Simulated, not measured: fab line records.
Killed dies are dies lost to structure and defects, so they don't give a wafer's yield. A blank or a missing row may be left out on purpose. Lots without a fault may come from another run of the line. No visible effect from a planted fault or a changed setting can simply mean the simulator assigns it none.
Which tool was responsible? -- flow berkeleyCmos170 -- 15 lots, 45 wafers sampled, at 6 steps of a route of 331

WHAT EACH GAUGE READ, for each wafer
UCB170_ACTIVE_THK_MEAS_06.
lot,measured,on,ACTIVE_NITRIDE_THK (nm)
L344,day 5 12:37,filmMetro-03,220.0 218.9 220.9
L345,day 5 12:37,filmMetro-02,223.4 223.3 221.6
L346,day 6 07:22,filmMetro-03,221.1 222.0 221.0
L347,day 6 07:22,filmMetro-01,220.4 218.5 222.2
L350,day 6 07:22,filmMetro-02,217.2 218.7 219.0
L351,day 6 07:26,filmMetro-02,222.0 224.2 222.9
L349,day 6 12:17,filmMetro-01,222.1 221.7 222.5
L353,day 6 20:21,filmMetro-02,219.7 218.5 218.4
L355,day 7 03:55,filmMetro-02,222.5 221.8 220.9
L354,day 7 03:56,filmMetro-01,218.6 221.5 219.3
L356,day 7 15:54,filmMetro-03,218.6 220.1 220.5
L357,day 7 15:54,filmMetro-01,222.3 223.7 222.1
L358,day 7 15:55,filmMetro-02,222.1 223.3 221.6
L359,day 8 08:19,filmMetro-01,219.2 222.8 221.3
L366,day 9 12:24,filmMetro-02,220.6 223.2 222.0

UCB170_NLDD_TW_MEAS_11.
lot,measured,on,NLDD_TW
L344,day 8 05:26,filmMetro-01,2223 2235 2238
L345,day 8 05:44,filmMetro-01,2224 2220 2225
L346,day 9 01:22,filmMetro-03,2213 2207 2210
L347,day 9 01:05,filmMetro-01,2227 2231 2226
L350,day 9 01:34,filmMetro-01,2234 2235 2225
L351,day 9 01:51,filmMetro-02,2186 2188 2167
L349,day 9 01:00,filmMetro-03,2216 2224 2232
L353,day 9 05:29,filmMetro-03,2216 2215 2210
L355,day 9 20:37,filmMetro-03,2212 2213 2214
L354,day 9 19:50,filmMetro-02,2182 2189 2184
L356,day 10 09:03,filmMetro-01,2069 2068 2069
L357,day 10 08:29,filmMetro-03,2070 2060 2070
L358,day 10 08:44,filmMetro-01,2234 2223 2223
L359,day 10 20:15,filmMetro-01,2065 2069 2060
L366,day 12 05:04,filmMetro-02,2192 2188 2190

UCB170_SDANNEAL_RS_MEAS_05: measures by four-point-probe.
lot,measured,on,NLDD_RS (ohm/sq)
L344,day 8 16:00,filmMetro-03,616.1 614.9 617.2
L345,day 8 16:18,filmMetro-02,618.1 619.0 618.9
L346,day 9 14:07,filmMetro-03,615.4 616.4 613.7
L347,day 9 13:21,filmMetro-03,614.4 615.4 616.9
L350,day 9 13:45,filmMetro-02,617.4 615.0 616.6
L351,day 9 13:46,filmMetro-01,615.7 616.9 618.0
L349,day 9 13:10,filmMetro-02,613.5 614.1 614.3
L353,day 9 20:28,filmMetro-02,616.4 617.1 617.7
L355,day 10 10:03,filmMetro-02,616.7 617.2 616.3
L354,day 10 09:28,filmMetro-03,617.5 616.0 615.6
L356,day 11 00:28,filmMetro-03,726.2 729.5 729.1
L357,day 11 00:35,filmMetro-02,728.6 729.7 729.3
L358,day 11 00:30,filmMetro-01,613.7 614.0 613.6
L359,day 11 06:40,filmMetro-01,728.5 730.7 730.6
L366,day 12 15:37,filmMetro-02,614.6 615.4 613.9

TOOL THAT RAN EACH LOT (tool first, then ch and the chambers of the sampled wafers, then the start)
lot,UCB170_ACTIVE_STRIP_16,UCB170_PVT_STRIP_08,UCB170_NLDD_IMPLANT_08
L344,"plasmaAsher-02 ch 0,1, day 5 14:10","plasmaAsher-03 ch 0,1, day 7 08:31","implanter-04 ch 0, day 8 05:04"
L345,"plasmaAsher-02 ch 0,1, day 5 13:55","plasmaAsher-03 ch 0,1, day 7 09:38","implanter-01 ch 0, day 8 05:22"
L346,"plasmaAsher-01 ch 0,1, day 6 09:08","plasmaAsher-02 ch 0,1, day 8 04:29","implanter-04 ch 0, day 9 00:58"
L347,"plasmaAsher-02 ch 0,1, day 6 09:24","plasmaAsher-02 ch 0,1, day 8 04:13","implanter-01 ch 0, day 9 00:43"
L350,"plasmaAsher-03 ch 0, day 6 08:51","plasmaAsher-03 ch 0, day 8 04:29","implanter-01 ch 0, day 9 01:11"
L351,"plasmaAsher-01 ch 0,1, day 6 09:43","plasmaAsher-02 ch 0,1, day 8 03:58","implanter-04 ch 0, day 9 01:29"
L349,"plasmaAsher-02 ch 0,1, day 6 13:27","plasmaAsher-03 ch 1, day 8 04:13","implanter-04 ch 0, day 9 00:36"
L353,"plasmaAsher-01 ch 0,1, day 6 21:50","plasmaAsher-02 ch 0,1, day 8 11:37","implanter-01 ch 0, day 9 05:05"
L355,"plasmaAsher-02 ch 0,1, day 7 05:22","plasmaAsher-02 ch 0,1, day 9 00:19","implanter-04 ch 0, day 9 20:13"
L354,"plasmaAsher-01 ch 0,1, day 7 05:38","plasmaAsher-04 ch 0,1, day 8 23:47","implanter-01 ch 0, day 9 19:26"
L356,"plasmaAsher-02 ch 0,1, day 7 17:04","plasmaAsher-02 ch 0,1, day 9 12:13","implanter-01 ch 0, day 10 08:38"
L357,"plasmaAsher-01 ch 0,1, day 7 17:26","plasmaAsher-02 ch 0,1, day 9 10:19","implanter-01 ch 0, day 10 08:05"
L358,"plasmaAsher-02 ch 0,1, day 7 17:44","plasmaAsher-03 ch 0,1, day 9 11:31","implanter-02 ch 0, day 10 08:22"
L359,"plasmaAsher-03 ch 0,1, day 8 09:44","plasmaAsher-03 ch 0,1, day 9 23:25","implanter-01 ch 0, day 10 19:52"
L366,"plasmaAsher-01 ch 0,1, day 9 14:34","plasmaAsher-04 ch 0,1, day 11 07:22","implanter-04 ch 0, day 12 04:36"
- UCB170_ACTIVE_STRIP_16: strips in O2.
- UCB170_PVT_STRIP_08: strips in O2.
- UCB170_NLDD_IMPLANT_08

WHAT THE TOOLS THEMSELVES READ (means of the sampled wafers that have a number; where no wafer has one, the mark that the record gives instead)
UCB170_ACTIVE_STRIP_16.
lot,tool,drypumpMotorCurrentA (A),oesProductAu (a.u.),stripTimeToEndpointS (s)
L344,plasmaAsher-02,6.0,0.722,18.12
L345,plasmaAsher-02,6.2,0.719,18.15
L346,plasmaAsher-01,5.7,0.724,18.06
L347,plasmaAsher-02,6.1,0.725,18.17
L350,plasmaAsher-03,5.6,0.717,18.15
L351,plasmaAsher-01,6.0,0.722,17.98
L349,plasmaAsher-02,6.1,0.723,18.08
L353,plasmaAsher-01,6.1,0.720,18.11
L355,plasmaAsher-02,6.2,0.719,18.18
L354,plasmaAsher-01,6.1,0.719,18.12
L356,plasmaAsher-02,6.2,0.720,18.26
L357,plasmaAsher-01,6.0,0.723,18.07
L358,plasmaAsher-02,6.2,0.722,18.10
L359,plasmaAsher-03,5.5,0.722,18.18
L366,plasmaAsher-01,5.7,0.719,18.11

UCB170_PVT_STRIP_08.
lot,tool,drypumpMotorCurrentA (A),oesProductAu (a.u.),stripTimeToEndpointS (s)
L344,plasmaAsher-03,5.5,0.735,21.60
L345,plasmaAsher-03,5.5,0.736,21.58
L346,plasmaAsher-02,6.1,0.736,21.64
L347,plasmaAsher-02,6.1,0.734,21.75
L350,plasmaAsher-03,5.6,0.734,21.59
L351,plasmaAsher-02,6.2,0.735,21.58
L349,plasmaAsher-03,5.3,0.735,21.64
L353,plasmaAsher-02,6.2,0.734,21.62
L355,plasmaAsher-02,6.1,0.735,21.57
L354,plasmaAsher-04,6.4,0.736,21.65
L356,plasmaAsher-02,6.1,0.737,21.63
L357,plasmaAsher-02,6.1,0.732,21.66
L358,plasmaAsher-03,5.4,0.734,21.48
L359,plasmaAsher-03,5.4,0.736,21.56
L366,plasmaAsher-04,6.3,0.732,21.61

UCB170_NLDD_IMPLANT_08.
lot,tool,doseIonsCm2,faradayCurrentUA,tiltDeg (degrees)
L344,implanter-04,5e+13,160,6.997
L345,implanter-01,5e+13,162,6.990
L346,implanter-04,5e+13,157,7.002
L347,implanter-01,5e+13,159,6.995
L350,implanter-01,5e+13,158,6.995
L351,implanter-04,5e+13,160,7.009
L349,implanter-04,5e+13,158,7.021
L353,implanter-01,5e+13,158,7.020
L355,implanter-04,5e+13,159,6.997
L354,implanter-01,5e+13,159,6.978
L356,implanter-01,3e+13,88,6.987
L357,implanter-01,3e+13,87,7.005
L358,implanter-02,5e+13,157,6.990
L359,implanter-01,3e+13,87,6.998
L366,implanter-04,5e+13,158,6.995

THE ANSWER, worked out from the rows above alone
Rule: the lots themselves supply what counts as usual. Put in order of their means at a reading, lots are off if they are a third of the lots or fewer, leave a main group of 4 or more, and stand apart from it by a gap of 3 or more times the standard deviation of the main group's means; of several such gaps the widest counts. A main group whose means are all the same, to the digits that the tables above print for the reading, isn't used. Also off: a lot with no number at a reading for which 4 or more lots have one. Where the step has rows for the other lots, those lots are counted as sound. Order of review: gauges by route order, followed by the tools' own readings, for which a lot's mean as printed above is used. At the first step where some lot is off, the reading lying furthest off is the one used; lots without a number count as furthest.
Off: at UCB170_NLDD_TW_MEAS_11 (NLDD_TW), L356, L357, L359. The main group: mean 2213, standard deviation 18.
If a tool, at a process step before that reading, ran all the lots that are off and no sound lot after the first of them, it fits. The gauges at UCB170_NLDD_TW_MEAS_11 aren't tried: what is off there is off at UCB170_NLDD_IMPLANT_08 too, on other tools, and a gauge's error can't cause that. One fits: implanter-01 at UCB170_NLDD_IMPLANT_08. Its last sound lot is L354 (day 9 19:26), its first lot that is off L357 (day 10 08:05): a fault that began between those two fits.
The tool's own readings at UCB170_NLDD_IMPLANT_08 bear it out: on the lots that are off they differ by more than 5 times the standard deviation of the sound lots' means. doseIonsCm2 reads 3e+13 there against 5e+13 on the sound lots; faradayCurrentUA reads 87 there against 159 on the sound lots.

WHAT THE SIMULATOR HAD PUT IN
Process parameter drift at UCB170_NLDD_IMPLANT_08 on implanter-01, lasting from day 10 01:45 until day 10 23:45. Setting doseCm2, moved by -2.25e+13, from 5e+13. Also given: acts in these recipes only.
Lots struck among those shown: L356, L357, L359. The rule above found the same.
